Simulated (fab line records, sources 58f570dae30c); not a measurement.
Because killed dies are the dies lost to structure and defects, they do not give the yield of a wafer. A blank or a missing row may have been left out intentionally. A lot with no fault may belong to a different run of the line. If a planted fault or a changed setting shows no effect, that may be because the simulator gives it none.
fab line records + flow berkeley-cmos170
record
- lots=14
- wafers=42
- last-day=13
route steps=331 shown M1@248 V1@267 M2@278 M3@321
lots that met no fault: from a run of the same line without faults
start-h: hours from the record's first day to the start of the lot's first wafer shown + wait-h: hours since the lot's step before + " same as the row above + L1.1+2: one row covering several wafers at once + - no value present, or no start provided + * or withheld: withheld + < > ~ a bound
route shown NAME@n: a module of which the file shows steps, and the number in the route of the first + usual: mean/standard deviation taken from wafers without a fault + same: alike in all rows + chamber/n: place in a boat + sites: readings site by site + _std_site: standard deviation across them + _edge_site: inner sites' mean taken away from outer sites' mean + radius-mm: how far each site lies from the wafer's centre + mask NAME#n: copy n + behind: tool/chamber where the wafer was last shaped + hold: reason for holding the lot/hours on hold/outcome of the hold + device: the transistor (n, p or np) that didn't switch + end of line: the tests these same wafers got at the end of their route + a step given without rows: its recipe and nothing more + killed: the dies lost at the first sort to structure and to defects; this is not the yield of the wafer + map: a wafer's dies, marking killed ones x, the rest . and places with no die _
set.NAME: the setting the step ran with; set.NAME@STEP: the setting that earlier step ran with + model.NAME: the simulator's own value behind a step, which no gauge read
steps of the route over a sample of lots; a table a step, a row a wafer
services: when a tool's chamber went out of use (start-h, in hours from the record's first day, below 0 if earlier), for how many hours, and the reason
## steps
# step UCB170_M1_OVL_MEAS_10
# usual
- M1_OVL=6/4.9
| lot.wafer | tool       | chamber | start-h | wait-h | M1_OVL[nm] |
|-----------|------------|---------|---------|--------|------------|
| L811.3    | overlay-02 | -       | 190.44  | 0.1    | 9          |
| L811.4    | "          | -       | "       | "      | 12         |
| L811.6    | "          | -       | "       | "      | 6          |
| L810.1    | overlay-02 | -       | 191.38  | 0.1    | 5          |
| L810.5    | "          | -       | "       | "      | 1          |
| L810.6    | "          | -       | "       | "      | 9          |
| L812.2    | overlay-01 | -       | 197.17  | 0.1    | 4          |
| L812.3    | "          | -       | "       | "      | 10         |
| L812.5    | "          | -       | "       | "      | 5          |
| L815.4    | overlay-01 | -       | 202.00  | 0.1    | 1          |
| L815.5    | "          | -       | "       | "      | 6          |
| L815.6    | "          | -       | "       | "      | 4          |
| L818.1    | overlay-02 | -       | 222.53  | 0.1    | -6         |
| L818.2    | "          | -       | "       | "      | -4         |
| L818.3    | "          | -       | "       | "      | -4         |
| L819.1    | overlay-02 | -       | 222.78  | 0.1    | 3          |
| L819.3    | "          | -       | "       | "      | 0          |
| L819.5    | "          | -       | "       | "      | 7          |
| L817.4    | overlay-01 | -       | 223.07  | 0.1    | 4          |
| L817.5    | "          | -       | "       | "      | 2          |
| L817.6    | "          | -       | "       | "      | 8          |
| L821.2    | overlay-02 | -       | 233.15  | 0.1    | 3          |
| L821.3    | "          | -       | "       | "      | 3          |
| L821.6    | "          | -       | "       | "      | 3          |
| L823.2    | overlay-02 | -       | 244.60  | 0.1    | 7          |
| L823.4    | "          | -       | "       | "      | 2          |
| L823.5    | "          | -       | "       | "      | 7          |
| L825.1    | overlay-02 | -       | 252.55  | 0.1    | 12         |
| L825.2    | "          | -       | "       | "      | 17         |
| L825.6    | "          | -       | "       | "      | 11         |
| L828.2    | overlay-02 | -       | 254.16  | 0.1    | 8          |
| L828.4    | "          | -       | "       | "      | 11         |
| L828.5    | "          | -       | "       | "      | 12         |
| L829.3    | overlay-02 | -       | 261.63  | 0.1    | 2          |
| L829.5    | "          | -       | "       | "      | 14         |
| L829.6    | "          | -       | "       | "      | 13         |
| L831.1    | overlay-01 | -       | 284.19  | 0.1    | -1         |
| L831.2    | "          | -       | "       | "      | 5          |
| L831.3    | "          | -       | "       | "      | -1         |
| L830.1    | overlay-02 | -       | 284.45  | 0.1    | 6          |
| L830.4    | "          | -       | "       | "      | 7          |
| L830.5    | "          | -       | "       | "      | 11         |
# step UCB170_V1_OVL_MEAS_13
# usual
- V1_OVL=0/5.4
| lot.wafer | tool       | chamber | start-h | wait-h | V1_OVL[nm] |
|-----------|------------|---------|---------|--------|------------|
| L811.3    | overlay-01 | -       | 194.24  | 0.1    | 11         |
| L811.4    | "          | -       | "       | "      | 6          |
| L811.6    | "          | -       | "       | "      | 2          |
| L810.1    | overlay-02 | -       | 195.83  | 0.1    | 2          |
| L810.5    | "          | -       | "       | "      | 5          |
| L810.6    | "          | -       | "       | "      | 5          |
| L812.2    | overlay-02 | -       | 201.79  | 0.1    | 3          |
| L812.3    | "          | -       | "       | "      | -3         |
| L812.5    | "          | -       | "       | "      | -5         |
| L815.4    | overlay-02 | -       | 208.62  | 0.1    | 6          |
| L815.5    | "          | -       | "       | "      | -3         |
| L815.6    | "          | -       | "       | "      | 8          |
| L818.1    | overlay-02 | -       | 227.52  | 0.1    | -10        |
| L818.2    | "          | -       | "       | "      | -4         |
| L818.3    | "          | -       | "       | "      | -7         |
| L819.1    | overlay-01 | -       | 229.13  | 0.1    | -7         |
| L819.3    | "          | -       | "       | "      | -9         |
| L819.5    | "          | -       | "       | "      | -12        |
| L817.4    | overlay-01 | -       | 229.42  | 0.1    | -6         |
| L817.5    | "          | -       | "       | "      | -2         |
| L817.6    | "          | -       | "       | "      | -1         |
| L821.2    | overlay-01 | -       | 240.15  | 0.1    | -1         |
| L821.3    | "          | -       | "       | "      | 1          |
| L821.6    | "          | -       | "       | "      | -1         |
| L823.2    | overlay-01 | -       | 248.87  | 0.1    | -1         |
| L823.4    | "          | -       | "       | "      | -7         |
| L823.5    | "          | -       | "       | "      | -2         |
| L828.2    | overlay-02 | -       | 260.25  | 0.1    | -2         |
| L828.4    | "          | -       | "       | "      | 3          |
| L828.5    | "          | -       | "       | "      | 2          |
| L825.1    | overlay-02 | -       | 260.52  | 0.1    | -3         |
| L825.2    | "          | -       | "       | "      | -2         |
| L825.6    | "          | -       | "       | "      | 0          |
| L829.3    | overlay-01 | -       | 265.33  | 0.1    | -5         |
| L829.5    | "          | -       | "       | "      | 4          |
| L829.6    | "          | -       | "       | "      | 2          |
| L830.1    | overlay-01 | -       | 290.26  | 0.1    | -4         |
| L830.4    | "          | -       | "       | "      | 1          |
| L830.5    | "          | -       | "       | "      | -1         |
| L831.1    | overlay-02 | -       | 290.50  | 0.1    | 2          |
| L831.2    | "          | -       | "       | "      | -9         |
| L831.3    | "          | -       | "       | "      | 0          |
# step UCB170_M2_STRIP_07
# recipe
- chemistry=O2
- power-w=400
- pressure-mtorr=3500
- platen-temp-c=withheld
- o2-flow-sccm=400
- overash-fraction=0.5
# usual
- drypump-motor-current-A=5.8/0.51
- oes-product-au=0.735/0.0047
- strip-time-to-endpoint-s=21.96/0.065
| lot.wafer | tool            | chamber | start-h | wait-h | drypump-motor-current-A | oes-product-au | rf-hours-counter-h | strip-time-to-endpoint-s |
|-----------|-----------------|---------|---------|--------|-------------------------|----------------|--------------------|--------------------------|
| L811.3    | plasma-asher-01 | 0       | 195.65  | 0.1    | 6.2                     | 0.740          | -                  | 22.02                    |
| L811.4    | "               | 1       | "       | "      | 6.2                     | 0.734          | -                  | 21.98                    |
| L811.6    | "               | 0       | "       | "      | 6.2                     | 0.740          | -                  | 21.94                    |
| L810.1    | plasma-asher-04 | 0       | 197.45  | 0.1    | 5.1                     | 0.736          | 8                  | 21.84                    |
| L810.5    | "               | 1       | "       | "      | 5.8                     | 0.735          | -                  | 21.86                    |
| L810.6    | "               | 0       | "       | "      | 5.2                     | 0.736          | -                  | 21.87                    |
| L812.2    | plasma-asher-03 | 1       | 203.49  | 0.1    | 5.4                     | 0.744          | 47                 | 21.99                    |
| L812.3    | "               | 1       | "       | "      | 5.5                     | 0.735          | -                  | 21.97                    |
| L812.5    | "               | 0       | "       | "      | 6.7                     | 0.730          | -                  | 22.00                    |
| L815.4    | plasma-asher-04 | 0       | 210.85  | 0.1    | 5.2                     | 0.741          | -                  | 22.03                    |
| L815.5    | "               | 0       | "       | "      | 5.2                     | 0.729          | -                  | 22.05                    |
| L815.6    | "               | 1       | "       | "      | 5.7                     | 0.738          | -                  | 22.05                    |
| L818.1    | plasma-asher-04 | 0       | 228.73  | 0.1    | 5.2                     | 0.732          | 12                 | 22.10                    |
| L818.2    | "               | 1       | "       | "      | 5.8                     | 0.728          | 12                 | 22.00                    |
| L818.3    | "               | 0       | "       | "      | 5.2                     | 0.722          | -                  | 22.00                    |
| L819.1    | plasma-asher-01 | 1       | 230.67  | 0.1    | 6.2                     | 0.736          | 54                 | 22.04                    |
| L819.3    | "               | 0       | "       | "      | 6.2                     | 0.740          | -                  | 22.01                    |
| L819.5    | "               | 0       | "       | "      | 6.2                     | 0.739          | -                  | 22.00                    |
| L817.4    | plasma-asher-03 | 1       | 230.87  | 0.1    | 5.4                     | 0.745          | -                  | 21.98                    |
| L817.5    | "               | 0       | "       | "      | 6.7                     | 0.741          | -                  | 21.95                    |
| L817.6    | "               | 1       | "       | "      | 5.4                     | 0.729          | -                  | 21.94                    |
| L821.2    | plasma-asher-01 | 0       | 241.86  | 0.1    | 6.2                     | 0.739          | 56                 | 21.95                    |
| L821.3    | "               | 1       | "       | "      | 6.2                     | 0.736          | -                  | 21.98                    |
| L821.6    | "               | 1       | "       | "      | 6.2                     | 0.736          | -                  | 21.98                    |
| L823.2    | plasma-asher-04 | 1       | 250.17  | 0.1    | 5.8                     | 0.729          | 15                 | 21.97                    |
| L823.4    | "               | 1       | "       | "      | 5.8                     | 0.734          | -                  | 21.90                    |
| L823.5    | "               | 1       | "       | "      | 5.7                     | 0.738          | -                  | 21.93                    |
| L828.2    | plasma-asher-04 | 1       | 261.70  | 0.1    | 5.8                     | 0.736          | 17                 | 21.99                    |
| L828.4    | "               | 0       | "       | "      | 5.1                     | 0.739          | -                  | 21.91                    |
| L828.5    | "               | 1       | "       | "      | 5.8                     | 0.731          | -                  | 21.96                    |
| L825.1    | plasma-asher-04 | 1       | 261.80  | 0.2    | 5.8                     | 0.736          | 17                 | 21.97                    |
| L825.2    | "               | 0       | "       | "      | 5.1                     | 0.728          | 17                 | 21.91                    |
| L825.6    | "               | 0       | "       | "      | 5.1                     | 0.740          | -                  | 21.92                    |
| L829.3    | plasma-asher-04 | 1       | 266.64  | 0.1    | 5.7                     | 0.738          | -                  | 21.97                    |
| L829.5    | "               | 1       | "       | "      | 5.7                     | 0.731          | -                  | 21.90                    |
| L829.6    | "               | 0       | "       | "      | 5.2                     | 0.750          | -                  | 21.98                    |
| L830.1    | plasma-asher-01 | 0       | 291.86  | 0.1    | 6.2                     | 0.733          | 59                 | 21.95                    |
| L830.4    | "               | 1       | "       | "      | 6.2                     | 0.730          | -                  | 22.05                    |
| L830.5    | "               | 0       | "       | "      | 6.2                     | 0.732          | -                  | 22.05                    |
| L831.1    | plasma-asher-04 | 1       | 291.92  | 0.1    | 5.8                     | 0.731          | 20                 | 21.98                    |
| L831.2    | "               | 0       | "       | "      | 5.1                     | 0.729          | 20                 | 21.97                    |
| L831.3    | "               | 0       | "       | "      | 5.1                     | 0.729          | -                  | 21.97                    |
# step UCB170_M3_EXPOSE_12
# recipe
- mask-id=METAL3
- target-cd-nm=700
- na=0.5
- sigma-outer=0.6
- source-shape=conventional
- dose-mj=26
# usual
- exposure-dose-mJ-cm2=26.000/0.025
- focus-offset-nm=0.1/0.55
| lot.wafer | tool           | chamber | start-h | wait-h | mask     | exposure-dose-mJ-cm2 | focus-offset-nm |
|-----------|----------------|---------|---------|--------|----------|----------------------|-----------------|
| L811.3    | krf-scanner-01 | 0       | 203.98  | -      | METAL3#0 | 26.024               | 0.0             |
| L811.4    | "              | 0       | "       | "      | METAL3#0 | 26.019               | 0.3             |
| L811.6    | "              | 0       | "       | "      | METAL3#0 | 26.036               | -0.4            |
| L810.1    | krf-scanner-02 | 0       | 207.22  | -      | METAL3#0 | 25.968               | -0.2            |
| L810.5    | "              | 0       | "       | "      | METAL3#0 | 25.987               | -0.4            |
| L810.6    | "              | 0       | "       | "      | METAL3#0 | 26.004               | -0.3            |
| L812.2    | krf-scanner-02 | 0       | 213.70  | -      | METAL3#0 | 26.011               | 1.5             |
| L812.3    | "              | 0       | "       | "      | METAL3#0 | 26.012               | 0.4             |
| L812.5    | "              | 0       | "       | "      | METAL3#0 | 26.020               | -0.2            |
| L815.4    | krf-scanner-01 | 0       | 220.14  | -      | METAL3#0 | 25.993               | 0.8             |
| L815.5    | "              | 0       | "       | "      | METAL3#0 | 25.993               | -0.5            |
| L815.6    | "              | 0       | "       | "      | METAL3#0 | 25.943               | -0.7            |
| L818.1    | krf-scanner-01 | 0       | 236.82  | -      | METAL3#0 | 25.962               | 1.0             |
| L818.2    | "              | 0       | "       | "      | METAL3#0 | 25.990               | 0.3             |
| L818.3    | "              | 0       | "       | "      | METAL3#0 | 25.983               | 0.1             |
| L819.1    | krf-scanner-01 | 0       | 238.99  | -      | METAL3#0 | 26.018               | 0.2             |
| L819.3    | "              | 0       | "       | "      | METAL3#0 | 26.028               | 0.5             |
| L819.5    | "              | 0       | "       | "      | METAL3#0 | 26.002               | 0.0             |
| L817.4    | krf-scanner-02 | 0       | 241.53  | -      | METAL3#0 | 26.010               | 0.2             |
| L817.5    | "              | 0       | "       | "      | METAL3#0 | 26.011               | 0.1             |
| L817.6    | "              | 0       | "       | "      | METAL3#0 | 26.011               | 0.0             |
| L821.2    | krf-scanner-01 | 0       | 248.59  | -      | METAL3#0 | 26.045               | -0.3            |
| L821.3    | "              | 0       | "       | "      | METAL3#0 | 26.005               | 0.1             |
| L821.6    | "              | 0       | "       | "      | METAL3#0 | 26.015               | 0.2             |
| L823.2    | krf-scanner-01 | 0       | 256.99  | -      | METAL3#0 | 26.018               | 0.0             |
| L823.4    | "              | 0       | "       | "      | METAL3#0 | 26.032               | -0.4            |
| L823.5    | "              | 0       | "       | "      | METAL3#0 | 26.010               | -0.7            |
| L828.2    | krf-scanner-01 | -       | 267.85  | -      | METAL3#0 | -                    | -               |
| L828.4    | "              | -       | "       | "      | METAL3#0 | -                    | -               |
| L828.5    | "              | -       | "       | "      | METAL3#0 | -                    | -               |
| L825.1    | krf-scanner-01 | -       | 268.06  | -      | METAL3#0 | -                    | -               |
| L825.2    | "              | -       | "       | "      | METAL3#0 | -                    | -               |
| L825.6    | "              | -       | "       | "      | METAL3#0 | -                    | -               |
| L829.3    | krf-scanner-01 | 0       | 272.97  | -      | METAL3#0 | 26.040               | -0.3            |
| L829.5    | "              | 0       | "       | "      | METAL3#0 | 25.999               | -0.2            |
| L829.6    | "              | 0       | "       | "      | METAL3#0 | 25.991               | 0.3             |
| L831.1    | krf-scanner-01 | 0       | 300.43  | -      | METAL3#0 | 25.970               | 0.2             |
| L831.2    | "              | 0       | "       | "      | METAL3#0 | 26.040               | 0.7             |
| L831.3    | "              | 0       | "       | "      | METAL3#0 | 25.971               | 0.7             |
| L830.1    | krf-scanner-01 | 0       | 300.91  | -      | METAL3#0 | 25.997               | 1.2             |
| L830.4    | "              | 0       | "       | "      | METAL3#0 | 26.008               | 1.2             |
| L830.5    | "              | 0       | "       | "      | METAL3#0 | 25.996               | 0.7             |
## services
| tool            | chamber | start-h | hours | kind   |
|-----------------|---------|---------|-------|--------|
| krf-scanner-02  | -       | 173.15  | 1.3   | pm     |
| plasma-asher-03 | -       | 189.58  | 5.7   | repair |
| krf-scanner-01  | -       | 212.89  | 1.0   | pm     |
| krf-scanner-01  | -       | 229.60  | 0.3   | repair |
| krf-scanner-02  | -       | 234.46  | 0.8   | pm     |
| krf-scanner-01  | -       | 235.21  | 1.3   | pm     |
| krf-scanner-02  | -       | 243.71  | 0.7   | repair |
| krf-scanner-02  | -       | 248.65  | 1.0   | pm     |
| plasma-asher-01 | -       | 257.01  | 23.7  | repair |
| plasma-asher-01 | -       | 262.05  | 2.0   | repair |
| krf-scanner-01  | -       | 277.58  | 0.8   | pm     |
| plasma-asher-04 | -       | 281.23  | 3.3   | repair |
| krf-scanner-02  | -       | 290.17  | 0.6   | repair |
## key
first-sign
- step=UCB170_M3_EXPOSE_12
- reading=tool-record
- direction=missing
effect none on later readings
met-at UCB170_M3_EXPOSE_12
struck-lots L825,L828
later-rows-left-out L825.1,L825.2,L825.6,L828.2,L828.4,L828.5
sort-left-out L825.1,L825.2,L825.6,L828.2,L828.4,L828.5
not-acting-at UCB170_M1_OVL_MEAS_10,UCB170_V1_OVL_MEAS_13,UCB170_M2_STRIP_07
onset-between 256.99 267.85
fault
- kind=skipped-step-whole
- tool=krf-scanner-01
- chamber=-
- onset-h=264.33
- steps=UCB170_M3_EXPOSE_12
- scope=struck-lots-only
# sort-left-out: the simulated sort isn't trusted on such a fault, so these wafers' sort isn't shown, and their yield isn't known
# later-rows-left-out: the simulator's readings of these wafers behind a module that went badly wrong aren't trusted and aren't shown, but for the sort
